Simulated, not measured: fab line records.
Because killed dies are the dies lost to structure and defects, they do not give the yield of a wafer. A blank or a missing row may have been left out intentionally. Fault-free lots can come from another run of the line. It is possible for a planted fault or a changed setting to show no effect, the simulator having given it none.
What tool caused it? / flow berkeley_cmos170 / Sampling: 14 lots, 42 wafers, 3 of 331 route steps

WHAT THE GAUGES SHOWED, per wafer
UCB170_SILICIDE_RS_MEAS_02: the measuring method here is four-point-probe.
lot=L921; measured=day 8 11:30; on=film_metro-01; SILICIDE_TI_RS (ohm/sq)=26.6 26.7 26.7
lot=L919; measured=day 8 12:14; on=film_metro-04; SILICIDE_TI_RS (ohm/sq)=26.1 25.8 25.9
lot=L922; measured=day 8 12:26; on=film_metro-04; SILICIDE_TI_RS (ohm/sq)=25.8 26.1 26.2
lot=L925; measured=day 9 22:42; on=film_metro-04; SILICIDE_TI_RS (ohm/sq)=26.7 26.5 26.4
lot=L926; measured=day 9 23:13; on=film_metro-04; SILICIDE_TI_RS (ohm/sq)=25.8 25.4 25.6
lot=L930; measured=day 10 08:30; on=film_metro-02; SILICIDE_TI_RS (ohm/sq)=26.0 26.0 26.0
lot=L929; measured=day 10 09:15; on=film_metro-02; SILICIDE_TI_RS (ohm/sq)=26.3 26.2 26.1
lot=L927; measured=day 10 09:36; on=film_metro-02; SILICIDE_TI_RS (ohm/sq)=26.0 25.5 25.8
lot=L931; measured=day 11 02:18; on=film_metro-02; SILICIDE_TI_RS (ohm/sq)=26.8 26.4 26.3
lot=L936; measured=day 12 03:06; on=film_metro-01; SILICIDE_TI_RS (ohm/sq)=26.7 26.3 26.1
lot=L933; measured=day 12 03:19; on=film_metro-01; SILICIDE_TI_RS (ohm/sq)=26.1 25.9 26.4
lot=L935; measured=day 12 03:39; on=film_metro-04; SILICIDE_TI_RS (ohm/sq)=26.1 26.5 26.0
lot=L939; measured=day 12 10:48; on=film_metro-04; SILICIDE_TI_RS (ohm/sq)=25.6 25.8 25.5
lot=L940; measured=day 12 10:58; on=film_metro-01; SILICIDE_TI_RS (ohm/sq)=26.9 26.6 26.9

UCB170_CONTACT_OVL_MEAS_16.
lot=L921; measured=day 8 17:35; on=overlay-02; CONTACT_OVL (nm)=2 7 7
lot=L919; measured=day 8 18:02; on=overlay-02; CONTACT_OVL (nm)=-4 -3 -2
lot=L922; measured=day 8 18:16; on=overlay-01; CONTACT_OVL (nm)=-1 -2 -3
lot=L925; measured=day 10 03:59; on=overlay-02; CONTACT_OVL (nm)=1 7 3
lot=L926; measured=day 10 04:10; on=overlay-02; CONTACT_OVL (nm)=5 7 14
lot=L930; measured=day 10 12:50; on=overlay-01; CONTACT_OVL (nm)=-8 -3 -6
lot=L929; measured=day 10 13:33; on=overlay-02; CONTACT_OVL (nm)=-3 -2 8
lot=L927; measured=day 10 14:56; on=overlay-02; CONTACT_OVL (nm)=1 -2 1
lot=L931; measured=day 11 06:26; on=overlay-02; CONTACT_OVL (nm)=-2 3 1
lot=L936; measured=day 12 12:01; on=overlay-02; CONTACT_OVL (nm)=5 -5 -1
lot=L933; measured=day 12 12:13; on=overlay-01; CONTACT_OVL (nm)=4 -6 -2
lot=L935; measured=day 12 12:29; on=overlay-02; CONTACT_OVL (nm)=4 -3 1
lot=L939; measured=day 12 19:22; on=overlay-01; CONTACT_OVL (nm)=7 3 6
lot=L940; measured=day 12 19:11; on=overlay-01; CONTACT_OVL (nm)=2 1 -8

WHICH TOOL RAN EACH LOT (tool, then ch and the chambers of the sampled wafers, then the start)
lot=L921; UCB170_CONTACT_STRIP_06=plasma_asher-04 ch 0,1, day 8 15:31
lot=L919; UCB170_CONTACT_STRIP_06=plasma_asher-04 ch 0,1, day 8 15:51
lot=L922; UCB170_CONTACT_STRIP_06=plasma_asher-03 ch 0,1, day 8 15:58
lot=L925; UCB170_CONTACT_STRIP_06=plasma_asher-03 ch 0,1, day 10 02:14
lot=L926; UCB170_CONTACT_STRIP_06=plasma_asher-04 ch 0,1, day 10 02:17
lot=L930; UCB170_CONTACT_STRIP_06=plasma_asher-03 ch 0,1, day 10 11:22
lot=L929; UCB170_CONTACT_STRIP_06=plasma_asher-04 ch 0,1, day 10 12:07
lot=L927; UCB170_CONTACT_STRIP_06=plasma_asher-04 ch 0,1, day 10 13:10
lot=L931; UCB170_CONTACT_STRIP_06=plasma_asher-03 ch 0,1, day 11 05:04
lot=L936; UCB170_CONTACT_STRIP_06=plasma_asher-03 ch 0,1, day 12 10:31
lot=L933; UCB170_CONTACT_STRIP_06=plasma_asher-02 ch 0,1, day 12 10:40
lot=L935; UCB170_CONTACT_STRIP_06=plasma_asher-03 ch 0,1, day 12 10:58
lot=L939; UCB170_CONTACT_STRIP_06=plasma_asher-02 ch 0,1, day 12 16:53
lot=L940; UCB170_CONTACT_STRIP_06=plasma_asher-04 ch 0,1, day 12 16:43
- UCB170_CONTACT_STRIP_06: strips in O2.

WHAT THE TOOLS THEMSELVES READ (means of the sampled wafers that have a number; where no wafer has one, the mark that the record gives instead)
UCB170_CONTACT_STRIP_06.
lot=L921; tool=plasma_asher-04; drypump_motor_current_A (A)=5.3; oes_product_au (a.u.)=0.737; strip_time_to_endpoint_s (s)=21.94
lot=L919; tool=plasma_asher-04; drypump_motor_current_A (A)=5.3; oes_product_au (a.u.)=0.731; strip_time_to_endpoint_s (s)=21.88
lot=L922; tool=plasma_asher-03; drypump_motor_current_A (A)=5.6; oes_product_au (a.u.)=0.738; strip_time_to_endpoint_s (s)=22.05
lot=L925; tool=plasma_asher-03; drypump_motor_current_A (A)=5.7; oes_product_au (a.u.)=0.737; strip_time_to_endpoint_s (s)=21.97
lot=L926; tool=plasma_asher-04; drypump_motor_current_A (A)=5.2; oes_product_au (a.u.)=0.734; strip_time_to_endpoint_s (s)=21.94
lot=L930; tool=plasma_asher-03; drypump_motor_current_A (A)=5.6; oes_product_au (a.u.)=0.729; strip_time_to_endpoint_s (s)=21.97
lot=L929; tool=plasma_asher-04; drypump_motor_current_A (A)=5.2; oes_product_au (a.u.)=0.738; strip_time_to_endpoint_s (s)=21.97
lot=L927; tool=plasma_asher-04; drypump_motor_current_A (A)=5.2; oes_product_au (a.u.)=0.739; strip_time_to_endpoint_s (s)=22.00
lot=L931; tool=plasma_asher-03; drypump_motor_current_A (A)=5.6; oes_product_au (a.u.)=0.736; strip_time_to_endpoint_s (s)=22.02
lot=L936; tool=plasma_asher-03; drypump_motor_current_A (A)=5.8; oes_product_au (a.u.)=0.734; strip_time_to_endpoint_s (s)=22.00
lot=L933; tool=plasma_asher-02; drypump_motor_current_A (A)=5.9; oes_product_au (a.u.)=0.733; strip_time_to_endpoint_s (s)=22.03
lot=L935; tool=plasma_asher-03; drypump_motor_current_A (A)=5.6; oes_product_au (a.u.)=0.734; strip_time_to_endpoint_s (s)=22.09
lot=L939; tool=plasma_asher-02; drypump_motor_current_A (A)=5.9; oes_product_au (a.u.)=0.738; strip_time_to_endpoint_s (s)=22.04
lot=L940; tool=plasma_asher-04; drypump_motor_current_A (A)=5.3; oes_product_au (a.u.)=0.734; strip_time_to_endpoint_s (s)=22.03

THE ANSWER, worked out from the rows above alone
Rule: usual is defined by the lots themselves. Put in order of their means at a reading, lots are off if they are a third of the lots or fewer, leave a main group of 4 or more, and stand apart from it by a gap of 3 or more times the standard deviation of the main group's means; of several such gaps the widest counts. A main group is skipped when, at the precision printed for the reading in the tables above, its means are all equal. Also off: a lot with no number at a reading for which 4 or more lots have one. The other lots that the step has rows for count as sound. Order of review: gauges by route order, followed by the tools' own readings, for which a lot's mean as printed above is used. At the first step where some lot is off, the reading lying furthest off is the one used; lots without a number count as furthest.
No lot is off at any reading shown: from this, nothing can be told.

WHAT THE SIMULATOR HAD INSERTED
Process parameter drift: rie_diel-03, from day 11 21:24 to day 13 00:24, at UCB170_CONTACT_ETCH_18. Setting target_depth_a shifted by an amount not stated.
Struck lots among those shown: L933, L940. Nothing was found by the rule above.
